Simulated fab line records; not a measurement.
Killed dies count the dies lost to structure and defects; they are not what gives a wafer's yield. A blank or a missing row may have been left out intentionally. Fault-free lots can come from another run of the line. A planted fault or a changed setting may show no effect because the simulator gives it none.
fab line records	flow ritCmos
record: lots: 7	wafers: 21	lastDay: 7
route steps=202 shown FOX2@24 NWELL@28 PWELL@39 WELLDRIVE@50 M1@202
lots that met no fault: from a run of the same line without faults
startH: start of the lot's first displayed wafer, in hours after the record's first day	waitH: time in hours since the lot's previous step	" same as the row above	L1.1+2: several wafers, shown together as one row	- either no value or no given start	* or withheld: withheld	< > ~ a bound
route shown NAME@n: names a module that has steps shown in the file, with the first one's number in the route	usual: mean/standard deviation of fault-free wafers	same: alike in all rows	chamber/n: place in a boat	sites: the reading at each site	_std_site: standard deviation of those values	_edge_site: inner sites' mean taken away from outer sites' mean	radiusMm: for every site, how far away it sits from the centre of the wafer	mask NAME#n: copy n	behind: tool/chamber where the wafer was last shaped	hold: the reason the lot was held/the length of the hold in hours/how it ended	device: which transistor (n, p or np) failed to switch	end of line: tests run on the same wafers once the route is complete	a step without rows: its recipe alone	killed: count of dies lost to structure and defects at first sort (not the wafer's yield)	map: the dies of a wafer, with x for killed, . for not killed, _ for no die there
set.NAME: the setting that was run; set.NAME@STEP: the one run at that earlier step	model.NAME: the simulator's own value behind a step, which no gauge read
lots at some steps of the route; a table a step, a row a wafer
services: the hour from which a tool's chamber was out of use, counted from the record's first day as startH (under 0 if before that day), plus the number of hours and why
== steps ==
step: RIT_FOX2_THK_MEAS_01
recipe: reads: SiO2_of_FOX2_OXIDATION_00
usual: FOX2_OXIDE_THK: 350/6.6
lot.wafer	tool	chamber	startH	waitH	FOX2_OXIDE_THK[nm]
L111.1	filmMetro-03	-	28.31	0.0	345
L111.5	"	-	"	"	346
L111.6	"	-	"	"	347
L116.3	filmMetro-04	-	54.21	0.0	344
L116.5	"	-	"	"	342
L116.6	"	-	"	"	343
L118.1	filmMetro-04	-	63.54	0.0	343
L118.3	"	-	"	"	344
L118.4	"	-	"	"	340
L121.1	filmMetro-04	-	79.24	0.0	332
L121.4	"	-	"	"	337
L121.5	"	-	"	"	333
L122.4	filmMetro-01	-	84.17	0.0	350
L122.5	"	-	"	"	354
L122.6	"	-	"	"	356
L124.2	filmMetro-01	-	93.44	0.0	354
L124.5	"	-	"	"	351
L124.6	"	-	"	"	355
L130.1	filmMetro-03	-	124.65	0.0	351
L130.3	"	-	"	"	356
L130.6	"	-	"	"	352
step: RIT_FOX2_CLEAN_02
recipe: chemistry: dHF	dilution: 50:1	timeS: 180
step: RIT_FOX2_WET_ETCH_03
recipe: chemistry: H3PO4	target: Si3N4	targetDepthNm: 195	tempC: 165	timeS: 2700
step: RIT_FOX2_THK_MEAS_90
recipe: reads: SiO2_of_FOX2_OXIDATION_00
usual: FIELD_OXIDE_LEFT_1_THK: 323/6.6
lot.wafer	tool	chamber	startH	waitH	FIELD_OXIDE_LEFT_1_THK[nm]
L111.1	filmMetro-04	-	29.19	0.0	318
L111.5	"	-	"	"	319
L111.6	"	-	"	"	319
L116.3	filmMetro-04	-	55.09	0.0	316
L116.5	"	-	"	"	315
L116.6	"	-	"	"	315
L118.1	filmMetro-04	-	64.42	0.0	316
L118.3	"	-	"	"	317
L118.4	"	-	"	"	313
L121.1	filmMetro-04	-	80.19	0.0	305
L121.4	"	-	"	"	309
L121.5	"	-	"	"	306
L122.4	filmMetro-04	-	85.05	0.0	323
L122.5	"	-	"	"	328
L122.6	"	-	"	"	329
L124.2	filmMetro-03	-	94.32	0.0	327
L124.5	"	-	"	"	324
L124.6	"	-	"	"	328
L130.1	filmMetro-03	-	125.60	0.0	324
L130.3	"	-	"	"	328
L130.6	"	-	"	"	325
step: RIT_NWELL_HMDS_00
recipe: primeTimeS: 62.11	primeTempC: 140
step: RIT_NWELL_COAT_01
recipe: resist: NOVOLAK	spinRpm: 2000	resistThkNm: 1300
step: RIT_NWELL_SOFTBAKE_02
recipe: resist: NOVOLAK	tempC: 90	timeS: 60
step: RIT_NWELL_EXPOSE_03
recipe: maskId: M2	na: 0.57	targetCdNm: 43900	doseMj: 250
step: RIT_NWELL_PEB_04
recipe: resist: NOVOLAK	tempC: withheld	timeS: withheld
step: RIT_NWELL_DEVELOP_05
recipe: resist: NOVOLAK	developTimeS: 68	devTempC: 23
step: RIT_NWELL_OVL_MEAS_06
usual: NWELL_OVL: 0.0/1.5
lot.wafer	tool	chamber	startH	waitH	NWELL_OVL[nm]
L111.1	overlay-02	-	30.25	-	-1.5
L111.5	"	-	"	"	0.5
L111.6	"	-	"	"	-1.5
L116.3	overlay-01	-	56.02	-	-1.4
L116.5	"	-	"	"	1.0
L116.6	"	-	"	"	-0.9
L118.1	overlay-02	-	65.48	-	-1.0
L118.3	"	-	"	"	-1.3
L118.4	"	-	"	"	0.5
L121.1	overlay-02	-	81.25	-	1.4
L121.4	"	-	"	"	1.3
L121.5	"	-	"	"	0.2
L122.4	overlay-01	-	85.98	-	1.2
L122.5	"	-	"	"	0.5
L122.6	"	-	"	"	-1.4
L124.2	overlay-01	-	95.38	-	0.6
L124.5	"	-	"	"	1.1
L124.6	"	-	"	"	1.1
L130.1	overlay-01	-	126.66	-	-1.3
L130.3	"	-	"	"	-0.9
L130.6	"	-	"	"	-1.7
step: RIT_NWELL_HARDBAKE_07
recipe: resist: NOVOLAK	tempC: 140	timeS: 120
step: RIT_NWELL_IMPLANT_08
recipe: species: P	energyKev: 170	doseCm2: 5e+13	tiltDeg: 7
usual: doseIonsCm2: 5e+13/5.8e+10	faradayCurrentUA: 158/3
lot.wafer	tool	chamber	startH	waitH	doseIonsCm2	faradayCurrentUA
L111.1	implanter-04	0	30.54	0.2	5.003e+13	157
L111.5	"	0	"	"	5e+13	157
L111.6	"	0	"	"	4.996e+13	154
L116.3	implanter-01	0	56.48	0.2	5e+13	159
L116.5	"	0	"	"	5.004e+13	160
L116.6	"	0	"	"	4.998e+13	157
L118.1	implanter-04	0	65.77	0.2	5.803e+13	179
L118.3	"	0	"	"	5.802e+13	184
L118.4	"	0	"	"	5.805e+13	187
L121.1	implanter-04	0	81.54	0.2	5.798e+13	187
L121.4	"	0	"	"	5.8e+13	188
L121.5	"	0	"	"	5.803e+13	182
L122.4	implanter-04	0	86.33	0.2	5.804e+13	183
L122.5	"	0	"	"	5.806e+13	179
L122.6	"	0	"	"	5.794e+13	175
L124.2	implanter-01	0	95.74	0.2	4.999e+13	157
L124.5	"	0	"	"	5.003e+13	161
L124.6	"	0	"	"	4.996e+13	161
L130.1	implanter-01	0	126.95	0.2	4.998e+13	158
L130.3	"	0	"	"	4.998e+13	163
L130.6	"	0	"	"	4.994e+13	156
step: RIT_NWELL_STRIP_09
recipe: chemistry: O2	timeS: 180	resist: NOVOLAK	platenTempC: withheld	powerW: 500	pressureMtorr: 4000	o2FlowSccm: 4000
usual: chamberPressureMTorr: 4000/4.1	drypumpMotorCurrentA: 5.6/0.48
lot.wafer	tool	chamber	startH	waitH	chamberPressureMTorr	drypumpMotorCurrentA	rfHoursCounterH
L111.1	plasmaAsher-01	0	30.69	0.1	3992	5.0	42
L111.5	"	0	"	"	4003	5.0	-
L111.6	"	1	"	"	3999	5.5	-
L116.3	plasmaAsher-03	0	56.64	0.1	3996	6.4	-
L116.5	"	1	"	"	4006	5.7	-
L116.6	"	0	"	"	3997	6.4	-
L118.1	plasmaAsher-01	0	65.92	0.1	4000	5.0	46
L118.3	"	1	"	"	4009	5.5	-
L118.4	"	0	"	"	3995	5.0	-
L121.1	plasmaAsher-03	1	81.69	0.1	4004	5.7	42
L121.4	"	0	"	"	3995	6.4	-
L121.5	"	1	"	"	4003	5.7	-
L122.4	plasmaAsher-04	1	86.46	0.1	4006	5.9	-
L122.5	"	1	"	"	3994	5.9	-
L122.6	"	0	"	"	4003	5.2	-
L124.2	plasmaAsher-03	1	95.86	0.1	3998	5.7	44
L124.5	"	1	"	"	4002	5.7	-
L124.6	"	0	"	"	4001	6.4	-
L130.1	plasmaAsher-01	0	127.10	0.1	4002	5.0	1
L130.3	"	1	"	"	3999	5.5	-
L130.6	"	0	"	"	4000	5.0	-
step: RIT_NWELL_TW_MEAS_10
usual: NWELL_TW: 2146/12
lot.wafer	tool	chamber	startH	waitH	NWELL_TW
L111.1	filmMetro-03	-	30.86	0.1	2147
L111.5	"	-	"	"	2150
L111.6	"	-	"	"	2161
L116.3	filmMetro-02	-	56.78	0.1	2160
L116.5	"	-	"	"	2154
L116.6	"	-	"	"	2156
L118.1	filmMetro-02	-	66.09	0.1	2260
L118.3	"	-	"	"	2259
L118.4	"	-	"	"	2260
L121.1	filmMetro-03	-	81.86	0.1	2250
L121.4	"	-	"	"	2247
L121.5	"	-	"	"	2246
L122.4	filmMetro-03	-	86.61	0.1	2248
L122.5	"	-	"	"	2248
L122.6	"	-	"	"	2255
L124.2	filmMetro-04	-	96.05	0.1	2154
L124.5	"	-	"	"	2138
L124.6	"	-	"	"	2138
L130.1	filmMetro-03	-	127.27	0.1	2144
L130.3	"	-	"	"	2161
L130.6	"	-	"	"	2146
step: RIT_PWELL_HMDS_00
recipe: primeTimeS: 60	primeTempC: 140
step: RIT_PWELL_COAT_01
recipe: resist: NOVOLAK	spinRpm: 2000	resistThkNm: 1300
step: RIT_PWELL_SOFTBAKE_02
recipe: resist: NOVOLAK	tempC: 90	timeS: 61.31
usual: chillPlateTempC: 23.00/0.1	plateSensorTCentreC: 90.971/0.0099	plateSensorTEdgeC: 91.021/0.01
lot.wafer	tool	chamber	startH	waitH	chillPlateTempC	plateSensorTCentreC	plateSensorTEdgeC
L111.1	lithoTrack-03	0	31.22	0.1	23.07	90.955	91.023
L111.5	"	0	"	"	23.04	90.979	91.021
L111.6	"	0	"	"	23.07	90.974	91.031
L116.3	lithoTrack-02	0	57.17	0.1	22.86	90.952	91.018
L116.5	"	0	"	"	22.78	90.981	91.030
L116.6	"	0	"	"	23.02	90.966	91.008
L118.1	lithoTrack-04	0	66.45	0.1	22.76	90.988	91.025
L118.3	"	0	"	"	22.81	90.951	91.026
L118.4	"	0	"	"	22.97	90.963	91.028
L121.1	lithoTrack-02	0	82.25	0.1	23.26	90.979	91.024
L121.4	"	0	"	"	23.08	90.993	91.038
L121.5	"	0	"	"	23.03	90.963	91.014
L122.4	lithoTrack-03	0	87.01	0.1	23.00	90.956	91.007
L122.5	"	0	"	"	22.85	90.947	91.029
L122.6	"	0	"	"	23.02	90.972	91.030
L124.2	lithoTrack-02	0	96.42	0.1	22.93	90.962	91.029
L124.5	"	0	"	"	22.99	90.974	91.022
L124.6	"	0	"	"	23.09	90.976	91.018
L130.1	lithoTrack-02	0	127.63	0.1	22.98	90.967	91.022
L130.3	"	0	"	"	22.99	90.982	91.033
L130.6	"	0	"	"	22.81	90.980	91.004
step: RIT_PWELL_EXPOSE_03
recipe: maskId: M3	na: 0.57	targetCdNm: 43700	doseMj: 250
step: RIT_PWELL_PEB_04
recipe: resist: NOVOLAK	tempC: withheld	timeS: withheld
step: RIT_PWELL_DEVELOP_05
recipe: resist: NOVOLAK	developTimeS: 68	devTempC: 23
step: RIT_PWELL_OVL_MEAS_06
usual: PWELL_OVL: 0.5/1.4
lot.wafer	tool	chamber	startH	waitH	PWELL_OVL[nm]
L111.1	overlay-02	-	31.80	-	1.7
L111.5	"	-	"	"	-0.1
L111.6	"	-	"	"	-0.5
L116.3	overlay-02	-	57.71	-	2.6
L116.5	"	-	"	"	1.8
L116.6	"	-	"	"	-0.5
L118.1	overlay-02	-	67.03	-	-0.3
L118.3	"	-	"	"	-0.3
L118.4	"	-	"	"	0.0
L121.1	overlay-01	-	82.83	-	0.1
L121.4	"	-	"	"	1.2
L121.5	"	-	"	"	-1.4
L122.4	overlay-02	-	87.66	-	1.3
L122.5	"	-	"	"	2.3
L122.6	"	-	"	"	-0.6
L124.2	overlay-01	-	97.11	-	0.9
L124.5	"	-	"	"	0.3
L124.6	"	-	"	"	1.8
L130.1	overlay-01	-	128.21	-	2.3
L130.3	"	-	"	"	2.5
L130.6	"	-	"	"	1.2
step: RIT_PWELL_HARDBAKE_07
recipe: resist: NOVOLAK	tempC: 140	timeS: 120
step: RIT_PWELL_IMPLANT_08
recipe: species: B	energyKev: 170	doseCm2: 7e+13	tiltDeg: 7
step: RIT_PWELL_STRIP_09
recipe: chemistry: O2	timeS: 180	resist: NOVOLAK	platenTempC: withheld	powerW: 500	pressureMtorr: 4000	o2FlowSccm: 4000
usual: chamberPressureMTorr: 4000/3.7	drypumpMotorCurrentA: 5.5/0.41
lot.wafer	tool	chamber	startH	waitH	chamberPressureMTorr	drypumpMotorCurrentA	rfHoursCounterH
L111.1	plasmaAsher-01	0	32.24	0.1	3999	5.0	43
L111.5	"	0	"	"	3994	5.0	-
L111.6	"	1	"	"	4000	5.5	-
L116.3	plasmaAsher-01	1	58.19	0.1	4000	5.5	-
L116.5	"	0	"	"	3995	4.9	-
L116.6	"	1	"	"	4003	5.5	-
L118.1	plasmaAsher-04	0	67.47	0.1	3997	5.2	26
L118.3	"	1	"	"	4009	5.9	-
L118.4	"	0	"	"	4000	5.2	-
L121.1	plasmaAsher-02	0	83.26	0.1	3997	6.2	45
L121.4	"	0	"	"	4000	6.2	-
L121.5	"	0	"	"	4000	6.2	-
L122.4	plasmaAsher-01	0	88.14	0.1	4000	5.0	-
L122.5	"	0	"	"	4004	5.0	-
L122.6	"	1	"	"	4001	5.5	-
L124.2	plasmaAsher-01	1	97.54	0.1	4002	5.5	50
L124.5	"	1	"	"	4004	5.5	-
L124.6	"	0	"	"	3999	5.0	-
L130.1	plasmaAsher-04	0	128.65	0.1	4006	5.2	33
L130.3	"	0	"	"	3996	5.2	-
L130.6	"	0	"	"	3999	5.2	-
step: RIT_PWELL_TW_MEAS_10
usual: PWELL_TW: 952/6.2
lot.wafer	tool	chamber	startH	waitH	PWELL_TW
L111.1	filmMetro-03	-	32.41	0.1	957
L111.5	"	-	"	"	953
L111.6	"	-	"	"	957
L116.3	filmMetro-03	-	58.33	0.1	958
L116.5	"	-	"	"	955
L116.6	"	-	"	"	952
L118.1	filmMetro-04	-	67.65	0.1	955
L118.3	"	-	"	"	952
L118.4	"	-	"	"	945
L121.1	filmMetro-02	-	83.44	0.1	959
L121.4	"	-	"	"	953
L121.5	"	-	"	"	953
L122.4	filmMetro-02	-	88.28	0.1	959
L122.5	"	-	"	"	963
L122.6	"	-	"	"	965
L124.2	filmMetro-03	-	97.72	0.1	951
L124.5	"	-	"	"	952
L124.6	"	-	"	"	951
L130.1	filmMetro-04	-	128.82	0.1	952
L130.3	"	-	"	"	952
L130.6	"	-	"	"	944
step: RIT_WELLDRIVE_ANNEAL_00
recipe: tempC: 1100	timeS: 14700	ambient: N2
step: RIT_WELLDRIVE_RS_MEAS_01
recipe: thkMeasGauge: four-point-probe
usual: NWELL_RS: 275.7/0.67
lot.wafer	tool	chamber	startH	waitH	NWELL_RS[ohm/sq]
L111.1	filmMetro-03	-	37.56	0.0	275.2
L111.5	"	-	"	"	275.1
L111.6	"	-	"	"	274.9
L116.3	filmMetro-03	-	63.49	0.0	274.7
L116.5	"	-	"	"	275.5
L116.6	"	-	"	"	275.5
L118.1	filmMetro-04	-	72.79	0.0	251.2
L118.3	"	-	"	"	250.9
L118.4	"	-	"	"	251.3
L121.1	filmMetro-04	-	88.58	0.0	252.0
L121.4	"	-	"	"	251.9
L121.5	"	-	"	"	251.4
L122.4	filmMetro-03	-	93.46	0.1	251.6
L122.5	"	-	"	"	251.1
L122.6	"	-	"	"	252.3
L124.2	filmMetro-02	-	103.43	0.0	276.2
L124.5	"	-	"	"	275.8
L124.6	"	-	"	"	275.5
L130.1	filmMetro-03	-	133.97	0.0	275.2
L130.3	"	-	"	"	274.3
L130.6	"	-	"	"	275.5
step: RIT_WELLDRIVE_RS_MEAS_02
recipe: thkMeasGauge: four-point-probe
usual: PWELL_RS: 429.3/1.3
lot.wafer	tool	chamber	startH	waitH	PWELL_RS[ohm/sq]
L111.1	filmMetro-03	-	37.68	0.1	428.4
L111.5	"	-	"	"	428.3
L111.6	"	-	"	"	427.5
L116.3	filmMetro-03	-	63.61	0.1	430.0
L116.5	"	-	"	"	429.4
L116.6	"	-	"	"	429.5
L118.1	filmMetro-04	-	72.91	0.1	429.1
L118.3	"	-	"	"	430.4
L118.4	"	-	"	"	430.4
L121.1	filmMetro-04	-	88.70	0.1	427.9
L121.4	"	-	"	"	427.4
L121.5	"	-	"	"	429.6
L122.4	filmMetro-03	-	93.58	0.1	427.1
L122.5	"	-	"	"	426.8
L122.6	"	-	"	"	426.3
L124.2	filmMetro-02	-	103.55	0.1	432.7
L124.5	"	-	"	"	431.4
L124.6	"	-	"	"	432.0
L130.1	filmMetro-03	-	134.09	0.1	429.1
L130.3	"	-	"	"	428.8
L130.6	"	-	"	"	429.9
step: RIT_M1_PROBE_99
usual: killed_at_M0_to_M3: 0.0/0.14	killedAtContacts: 0.1/0.23	killedAtFrontEnd: 7.3/2.9	killedDies: 7.3/3	killedOpen: 3.6/1.8	killedShort: 3.7/2.1
same: grossDies: 264	killed_at_M4_up: 0	killedAtBackSide: 0	killedAtOther: 0
lot.wafer	tool	chamber	startH	waitH	killed_at_M0_to_M3	killedAtContacts	killedAtFrontEnd	killedDies	killedOpen	killedShort	model.etest.nwellPinched.rsOhmSq	model.etest.wellEdgeLeft.lineOhmUm	model.etest.wellEdgeRight.lineOhmUm	model.etest.fieldPMetal.vtV	model.etest.fieldP.vtV	model.etest.isoNwellNwell.bvV	model.etest.diodePplusNwell.bvV	model.etest.vpnp.gain
L111.1	prober-02	-	67.68	0.1	0	0	11	11	8	3	345.7	181.1	182.5	-28.7	-12.51	22.26	6.701	1.049
L111.5	prober-02	-	67.88	0.2	0	0	6	6	3	3	332.6	181.1	183	-29.58	-12.43	21.96	6.527	1.036
L111.6	prober-02	-	67.93	0.2	0	0	5	5	3	2	338.7	182.3	182.2	-29.3	-12.43	22.1	6.671	1.038
L116.3	prober-01	-	95.15	0.2	1	0	8	9	6	3	337.8	182.7	180.1	-29.76	-12.56	21.57	6.62	1.027
L116.5	prober-01	-	95.25	0.2	0	0	6	6	1	5	338	181.1	181	-29.55	-12.54	22.21	6.618	1.049
L116.6	prober-01	-	95.30	0.2	0	0	5	5	3	2	333.1	182.5	180.9	-30.05	-12.51	21.99	6.499	1.022
L118.1	prober-01	-	102.12	0.1	0	0	11	11	8	3	308.3	162.9	165.4	-31.77	-13.58	21.46	6.211	0.9006
L118.3	prober-01	-	102.22	0.2	0	0	6	6	3	3	306.3	163.7	163.2	-31.02	-13.59	20.94	6.259	0.9062
L118.4	prober-01	-	102.27	0.2	0	0	6	6	4	2	308	159.7	161.1	-31.98	-13.63	21.29	6.277	0.9167
L121.1	prober-02	-	118.91	0.1	0	0	12	12	7	5	304.1	165.1	163.7	-32.33	-13.42	21.2	6.341	0.9405
L121.4	prober-02	-	119.06	0.2	0	0	7	7	6	1	308.4	163.8	164.1	-31.76	-13.37	21.33	6.398	0.9735
L121.5	prober-02	-	119.11	0.2	0	0	3	3	1	2	303	165.3	161.9	-32.73	-13.5	21.27	6.299	0.935
L122.4	prober-01	-	123.82	0.2	0	0	4	4	0	4	309.4	162.8	164.7	-32.35	-13.98	21	6.363	0.9366
L122.5	prober-01	-	123.87	0.2	0	0	9	9	2	7	310.8	165.3	163.5	-31.84	-14.01	21.6	6.433	0.9623
L122.6	prober-01	-	123.92	0.2	0	0	7	7	4	3	308.1	165.8	164.2	-32.05	-13.92	21	6.358	0.9307
L124.2	prober-01	-	134.13	0.1	0	0	7	7	4	3	334.5	183.6	182.5	-29.8	-12.87	21.9	6.596	1.038
L124.5	prober-01	-	134.28	0.2	0	0	4	4	2	2	334.2	182.9	182	-29.73	-12.81	21.7	6.64	1.027
L124.6	prober-01	-	134.33	0.2	0	0	6	6	2	4	337.6	181	180.3	-29.74	-12.96	21.89	6.644	1.069
L130.1	prober-01	-	162.35	0.1	0	0	11	11	4	7	334.8	181.8	181.1	-30.13	-12.93	22.32	6.704	1.09
L130.3	prober-01	-	162.45	0.2	0	1	6	7	4	2	333	180.3	179.4	-29.83	-13.01	22.22	6.641	1.065
L130.6	prober-01	-	162.60	0.2	0	0	6	6	5	1	343.9	182.9	181.4	-29.77	-13.01	22.32	6.763	1.132
killed by level:class
L111.1 GATE:geometricParticle:open=5 FOX2:geometricParticle:open=3 FOX2:geometricParticle:short=1 SPACER:geometricParticle:short=1 SILICIDE:geometricParticle:short=1
L111.5 FOX1:geometricParticle:short=2 SPACER:geometricParticle:open=2 FOX2:geometricParticle:short=1 GATE:geometricParticle:open=1
L111.6 GATE:geometricParticle:short=2 GATE:geometricParticle:open=2 FOX1:geometricParticle:open=1
L116.3 SPACER:geometricParticle:open=3 REOX:geometricParticle:open=2 ACTIVE:geometricParticle:short=1 GATE:geometricParticle:open=1 GATE:geometricParticle:short=1 M1:geometricParticle:short=1
L116.5 GATE:geometricParticle:short=4 FOX2:geometricParticle:short=1 SPACER:geometricParticle:open=1
L116.6 SPACER:geometricParticle:short=2 REOX:geometricParticle:open=1 SPACER:geometricParticle:open=1 SILICIDE:geometricParticle:open=1
L118.1 FOX1:geometricParticle:open=2 GATE:geometricParticle:open=2 REOX:geometricParticle:open=2 FOX2:geometricParticle:short=1 GATE:geometricParticle:short=1 REOX:geometricParticle:short=1 SPACER:geometricParticle:open=1 SILICIDE:geometricParticle:open=1
L118.3 GATE:geometricParticle:open=2 GATE:geometricParticle:short=2 REOX:geometricParticle:short=1 SILICIDE:geometricParticle:open=1
L118.4 GATE:geometricParticle:open=2 FOX1:geometricParticle:open=1 GATE:geometricParticle:short=1 REOX:geometricParticle:short=1 SPACER:geometricParticle:open=1
L121.1 GATE:geometricParticle:open=3 SILICIDE:geometricParticle:short=2 FOX1:geometricParticle:open=1 FOX1:geometricParticle:short=1 FOX2:geometricParticle:open=1 GATE:geometricParticle:short=1 REOX:geometricParticle:open=1 SPACER:geometricParticle:short=1
L121.4 GATE:geometricParticle:open=3 FOX2:geometricParticle:open=2 GATE:geometricParticle:short=1 REOX:geometricParticle:open=1
L121.5 FOX2:geometricParticle:short=1 GATE:geometricParticle:open=1 SPACER:geometricParticle:short=1
L122.4 GATE:geometricParticle:short=3 SPACER:geometricParticle:short=1
L122.5 REOX:geometricParticle:short=3 FOX2:geometricParticle:short=2 GATE:geometricParticle:short=1 GATE:geometricParticle:open=1 SPACER:geometricParticle:short=1 SILICIDE:geometricParticle:open=1
L122.6 GATE:geometricParticle:short=3 GATE:geometricParticle:open=2 REOX:geometricParticle:open=2
L124.2 GATE:geometricParticle:open=4 FOX2:geometricParticle:short=1 GATE:geometricParticle:short=1 REOX:geometricParticle:short=1
L124.5 GATE:geometricParticle:short=2 GATE:geometricParticle:open=1 SILICIDE:geometricParticle:open=1
L124.6 GATE:geometricParticle:short=2 FOX1:geometricParticle:short=1 FOX2:geometricParticle:short=1 SPACER:geometricParticle:open=1 SILICIDE:geometricParticle:open=1
L130.1 GATE:geometricParticle:short=3 FOX1:geometricParticle:short=2 FOX1:geometricParticle:open=2 GATE:geometricParticle:open=1 SPACER:geometricParticle:short=1 SILICIDE:geometricParticle:open=1 SILICIDE:geometricParticle:short=1
L130.3 FOX1:geometricParticle:open=2 FOX1:geometricParticle:short=1 FOX2:geometricParticle:open=1 SILICIDE:geometricParticle:open=1 SILICIDE:geometricParticle:short=1 CONTACT:coatMicrobubblePrinted=1
L130.6 GATE:geometricParticle:open=2 FOX1:geometricParticle:open=1 SPACER:geometricParticle:short=1 SPACER:geometricParticle:open=1 SILICIDE:geometricParticle:open=1
== services ==
tool	chamber	startH	hours	kind
implanter-04	-	17.28	8.2	pm
implanter-01	-	27.57	4.9	pm
plasmaAsher-04	-	29.74	2.5	repair
implanter-01	-	77.97	2.8	repair
plasmaAsher-01	-	108.75	9.0	pm
plasmaAsher-01	0	108.75	9.0	ventCycle
plasmaAsher-01	1	108.75	9.0	ventCycle
plasmaAsher-01	0	117.75	-	clean
plasmaAsher-01	1	117.75	-	clean
plasmaAsher-03	-	127.60	15.7	repair
== key ==
firstSign: step: RIT_NWELL_IMPLANT_08	reading: doseIonsCm2	direction: up	sigmas: 99+	usual: 5e+13	struck: 5.802e+13
effect: step: RIT_NWELL_IMPLANT_08	reading: faradayCurrentUA	direction: up	sigmas: 8.1	usual: 158	struck: 183
effect: step: RIT_NWELL_TW_MEAS_10	reading: NWELL_TW	direction: up	sigmas: 9.2	usual: 2146	struck: 2253
effect: step: RIT_WELLDRIVE_RS_MEAS_01	reading: NWELL_RS	direction: down	sigmas: 36	usual: 275.7	struck: 251.5
modelEffect: step: RIT_M1_PROBE_99	value: etest.nwellPinched.rsOhmSq	without: 338.3	struck: 307.4
metAt RIT_NWELL_IMPLANT_08
struckWafers L118.1,L118.3,L118.4,L121.1,L121.4,L121.5,L122.4,L122.5,L122.6
testerLeftOut L118,L121,L122
loopTrim: step: RIT_M1_EXPOSE_06	setting: dose	lots: L121,L122
onsetBetween 30.54 65.77
fault: kind: processParameterDrift	tool: implanter-04	chamber: -	onsetH: 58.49	steps: RIT_NWELL_IMPLANT_08	channel: doseCm2	offset: 8e+12	shape: step	endH: 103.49	actsIn: theseRecipesOnly	stated: 5e+13
testerLeftOut: of these lots the tester's yield and bins aren't shown, on N5 and GAA mostly nor the transistor test; their killed dies are dies lost to structure and defects alone, not to doping, threshold or leakage, so they don't give the yield
loopTrim: a control loop set the setting to another value than it would have without faults
